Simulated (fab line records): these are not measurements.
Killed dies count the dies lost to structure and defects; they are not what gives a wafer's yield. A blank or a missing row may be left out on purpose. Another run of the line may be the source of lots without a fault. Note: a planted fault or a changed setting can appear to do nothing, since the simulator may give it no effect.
Comparing a struck lot with a sound one -- flow rit_cmos -- 43 steps out of a route of 202
Sound: these wafers, L472.4, L472.5, L472.6. Struck: wafers L483.3, L483.6. (L483.5 of the same lot was not struck and is left out.) The cause comes at the end.
For every step that has rows: the tool of each side, followed by ch and its chambers, followed by its first start. Under that, the readings that differ: sound wafers -- struck wafers -- difference of the means -- sigmas: that difference in standard deviations of wafers without a fault.
alike: words and numbers the same on both sides, and readings whose means are apart by under 2 such deviations; not compared: readings that were withheld, readings missing a value for some wafer, numbers with overlapping values and no deviation given by the record, and bounds like >300 which may hide the same value.
Wherever a step has rows on one side only, a row that says differs or no value, or a row with sigmas, the two part there. Numbers that have no deviation but don't overlap get no sigmas and don't part them. A reading missing from all wafers of one side parts the sides only when that side holds two or more wafers.

RIT_SDANNEAL_RTA_03: time 5 s.
  sound on rtp_anneal-01 ch 0, day 4 09:53; struck on rtp_anneal-02 ch 0, day 6 11:58
  alike: wafer_temp_C_max
RIT_SDANNEAL_RS_MEAS_04: the measuring method here is four-point-probe.
  struck on film_metro-03, day 6 12:03; sound on film_metro-04, day 4 09:58
reading,sound,struck,difference,sigmas
PSD_RS (ohm/sq),115.3 115.4 115.0,116.0 115.8,+0.7,+2
RIT_SDANNEAL_RS_MEAS_05: the measuring method here is four-point-probe.
  struck on film_metro-03, day 6 12:10; sound on film_metro-04, day 4 10:05
  alike: NSD_RS
RIT_SDANNEAL_RS_MEAS_06: the measuring method here is four-point-probe.
  struck on film_metro-03, day 6 12:17; sound on film_metro-04, day 4 10:13
reading,sound,struck,difference,sigmas
PLDD_RS (ohm/sq),178.2 178.2 177.0,179.6 179.1,+1.6,+3
RIT_SDANNEAL_RS_MEAS_07: the measuring method here is four-point-probe.
  struck on film_metro-03, day 6 12:25; sound on film_metro-04, day 4 10:20
  alike: NLDD_RS
then, 1 step without rows for these wafers: RIT_SILICIDE_WET_ETCH_00 (etches SiO2 in BOE, target depth 14 nm, time 15 s).
RIT_SILICIDE_SPUTTER_01: material Ti, target thk 30 nm, time 240 s.
  struck on pvd_sputter-04, day 6 12:30; sound on pvd_sputter-04, day 4 10:28
  alike: throttle_valve_pct
RIT_SILICIDE_RS_MEAS_02: the measuring method here is four-point-probe.
  struck on film_metro-01, day 6 12:41; sound on film_metro-02, day 4 10:37
  alike: SILICIDE_TI_RS
RIT_SILICIDE_THK_MEAS_03: measures by xrf.
  struck on film_metro-01, day 6 12:47; sound on film_metro-02, day 4 10:42
  alike: SILICIDE_TI_THK
then, 2 steps without rows for these wafers: RIT_SILICIDE_RTA_04 (time 10 s, ramp up 5 s, ramp down 5 s); RIT_SILICIDE_WET_ETCH_05 (etches Ti in SPM, time 120 s).
RIT_SILICIDE_RTA_06: time 10 s, ramp up 5 s, ramp down 10 s.
  sound on rtp_anneal-01 ch 0, day 4 10:52; struck on rtp_anneal-02 ch 0, day 6 12:58
  alike: wafer_temp_C_max
RIT_CONTACT_CVD_00: deposits SiO2 from TEOS, target thk 400 nm, time 61 s.
  sound on pecvd-03 ch 0,1,2, day 4 10:56; struck on pecvd-02 ch 2, day 6 13:01
reading,sound,struck,difference,sigmas
run_length_s (s),89.8 88.8 88.7,97.6 97.2,+8.3,+17
model.SiO2_of_CONTACT_CVD_00.thk_nm (nm),400 403.4 397.9,444.3 455.3,+49.4,
  alike: heater_power_w
RIT_CONTACT_THK_MEAS_01:
  struck on film_metro-03, day 6 13:05; sound on film_metro-01, day 4 10:59
reading,sound,struck,difference,sigmas
CONTACT_TEOS_THK (nm),400 404 398,444 455,+49,+10
then, 6 steps without rows for these wafers: RIT_CONTACT_HMDS_02 (prime time 60 s); RIT_CONTACT_COAT_03 (resist thk 1000 nm); RIT_CONTACT_SOFTBAKE_04 (time 60 s); RIT_CONTACT_EXPOSE_05 (exposes mask M11, target cd 1000 nm); RIT_CONTACT_PEB_06; RIT_CONTACT_DEVELOP_07 (develop time 120 s).
RIT_CONTACT_CD_MEAS_08 targets a cd of 1000 nm.
  struck on cd_sem-02, day 6 14:15; sound on cd_sem-01, day 4 12:10
  alike: cd_nm
RIT_CONTACT_OVL_MEAS_09:
  struck on overlay-02, day 6 14:20; sound on overlay-02, day 4 12:14
  alike: CONTACT_OVL
then, 1 step without rows for these wafers: RIT_CONTACT_HARDBAKE_10 (time 60 s).
RIT_CONTACT_ETCH_11: etches SiO2 in CHF3/CF4/Ar, stops on TiSi2, target depth 480 nm, time 320 s.
  sound on rie_diel-03 ch 2,3, day 4 12:25; struck on rie_diel-04 ch 1,3, day 6 14:31
reading,sound,struck,difference,sigmas
drypump_motor_current_A (A),4.7 5.6 4.7,6.1 5.9,+1.0,+2
model.CONTACT.feature_depth_nm (nm),400 403.4 397.9,444.3 455.3,+49.4,
model.etch.depth_nm (nm),400 403.4 397.9,444.3 455.3,+49.4,
  alike: oes_product_au, throttle_valve_pct
  not compared: rf_hours_counter_h
RIT_CONTACT_STRIP_12: strips in O2, time 180 s.
  sound on plasma_asher-04 ch 0,1, day 4 12:40; struck on plasma_asher-04 ch 0,1, day 6 14:46
  alike: drypump_motor_current_A
  not compared: rf_hours_counter_h
RIT_CONTACT_CD_MEAS_90 targets a cd of 1000 nm.
  struck on cd_sem-02, day 6 14:56; sound on cd_sem-01, day 4 12:50
  alike: cd_nm
then, 2 steps without rows for these wafers: RIT_CONTACT_CLEAN_13 (cleans in SC1, time 600 s); RIT_CONTACT_CLEAN_14 (cleans in SC2, time 600 s).
RIT_M1_SPUTTER_00: material Al, target thk 400 nm, time 500 s.
  struck on pvd_sputter-01, day 6 15:22; sound on pvd_sputter-01, day 4 13:15
  alike: throttle_valve_pct
RIT_M1_RS_MEAS_01: the measuring method here is four-point-probe.
  struck on film_metro-04, day 6 15:43; sound on film_metro-03, day 4 13:36
  alike: M1_AL_RS
RIT_M1_THK_MEAS_02: measures by xrf.
  struck on film_metro-04, day 6 15:49; sound on film_metro-03, day 4 13:41
  alike: M1_AL_THK
then, 6 steps without rows for these wafers: RIT_M1_HMDS_03 (prime time 60 s); RIT_M1_COAT_04 (resist thk 1280 nm); RIT_M1_SOFTBAKE_05 (time 60 s); RIT_M1_EXPOSE_06 (exposes mask M12, target cd 2600 nm); RIT_M1_PEB_07; RIT_M1_DEVELOP_08 (develop time 68 s).
RIT_M1_CD_MEAS_09 targets a cd of 2600 nm.
  struck on cd_sem-02, day 6 16:53; sound on cd_sem-02, day 4 14:47
  alike: cd_nm
RIT_M1_OVL_MEAS_10:
  struck on overlay-02, day 6 16:59; sound on overlay-01, day 4 14:52
  alike: M1_OVL
then, 1 step without rows for these wafers: RIT_M1_HARDBAKE_11 (time 120 s).
RIT_M1_METAL_ETCH_12: etches Al in Cl2/BCl3, stops on SiO2, time 165 s, target depth 600 nm.
  sound on rie_metal-03 ch 0,1, day 4 15:11; struck on rie_metal-04 ch 0,1, day 6 17:23
reading,sound,struck,difference,sigmas
throttle_valve_pct (%),8.20 8.19 8.18,8.33 8.41,+0.18,+2
model.SiO2_of_CONTACT_CVD_00.thk_nm (nm),363.5 367.5 360.7,407.8 418.2,+49.1,
  alike: drypump_motor_current_A, oes_product_au
  not compared: rf_hours_counter_h
then, 1 step without rows for these wafers: RIT_M1_STRIP_13 (strips in nmp, time 600 s).
RIT_M1_PROBE_99:
  struck on prober-01, day 6 19:44; sound on prober-02, day 4 17:32
reading,sound,struck,difference,sigmas
model.etest.field_p_metal.vt_v (V),-28.87 -28.62 -28.28,-31.65 -32.03,-3.25,
model.etest.antenna_contact.vt_shift_v (V),-0.01145 -0.0127 -0.009085,-0.003296 5.794e-05,+0.009459,
  alike: killed_at_contacts, killed_at_front_end, killed_dies, killed_on_rim, killed_open, killed_short

## WHERE THEY PART
Earliest at RIT_SDANNEAL_RS_MEAS_04; latest, in this record, at RIT_M1_METAL_ETCH_12. Later steps at which nothing parts them and some readings are alike: RIT_M1_PROBE_99.

WHY: what the simulator had put in
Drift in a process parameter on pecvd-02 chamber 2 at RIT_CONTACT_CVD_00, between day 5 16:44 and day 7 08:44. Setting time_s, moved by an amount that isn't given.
